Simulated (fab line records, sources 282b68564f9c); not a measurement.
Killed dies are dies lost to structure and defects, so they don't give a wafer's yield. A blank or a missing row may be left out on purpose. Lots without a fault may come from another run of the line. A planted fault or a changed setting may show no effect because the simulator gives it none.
Which tool did it? | flow rit_cmos | 7 lots, 21 wafers sampled, at 2 steps of a route of 202

WHAT THE GAUGES READ, wafer by wafer
RIT_ACTIVE_THK_MEAS_04.
lot  | measured    | on            | ACTIVE_NITRIDE_THK (nm)
L789 | day 1 18:32 | film_metro-01 | 150.8 150.2 150.6
L791 | day 2 04:32 | film_metro-03 | 150.6 149.7 149.5
L793 | day 2 14:32 | film_metro-03 | 148.9 149.7 149.4
L798 | day 3 15:32 | film_metro-03 | 194.3 194.7 194.6
L803 | day 4 16:32 | film_metro-03 | 149.1 149.2 149.1
L807 | day 5 12:43 | film_metro-03 | 151.0 151.3 150.8
L811 | day 6 09:14 | film_metro-01 | 152.2 152.3 151.8

WHICH TOOL RAN EACH LOT (tool, then ch and the chambers of the sampled wafers, then the start)
lot  | RIT_ACTIVE_CVD_03
L789 | lpcvd-02 ch 1, day 1 17:07
L791 | lpcvd-02 ch 0, day 2 03:07
L793 | lpcvd-01 ch 1, day 2 13:07
L798 | lpcvd-02 ch 0, day 3 14:07
L803 | lpcvd-01 ch 1, day 4 15:07
L807 | lpcvd-01 ch 0, day 5 11:18
L811 | lpcvd-01 ch 1, day 6 07:50
- RIT_ACTIVE_CVD_03: deposits Si3N4 from SiH2Cl2/NH3, target thk 150 nm, time 1500 s.

THE ANSWER, worked out from the rows above alone
Rule: what is usual is taken from the lots themselves. Put in order of their means at a reading, lots are off if they are a third of the lots or fewer, leave a main group of 4 or more, and stand apart from it by a gap of 3 or more times the standard deviation of the main group's means; of several such gaps the widest counts. A main group whose means are all the same, to the digits that the tables above print for the reading, isn't used. A lot without any number at a reading at which 4 lots or more have one is off too. The other lots that the step has rows for count as sound.
Off: L798, at RIT_ACTIVE_THK_MEAS_04 (ACTIVE_NITRIDE_THK). The main group: mean 150.3 nm, standard deviation 1.
A tool fits if, at a process step before that reading, it ran every lot that is off, and no sound lot after the first of them. The gauges at RIT_ACTIVE_THK_MEAS_04 are tried like those tools. One fits: lpcvd-02 at RIT_ACTIVE_CVD_03. Its last sound lot is L791 (day 2 03:07), its first lot that is off L798 (day 3 14:07): a fault that began between those two fits.

WHAT THE SIMULATOR HAD PUT IN
Process parameter drift: lpcvd-02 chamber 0, from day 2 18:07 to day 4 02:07, at RIT_ACTIVE_CVD_03. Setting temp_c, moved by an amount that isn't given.
Lots struck among those shown: L798. The rule above found the same.
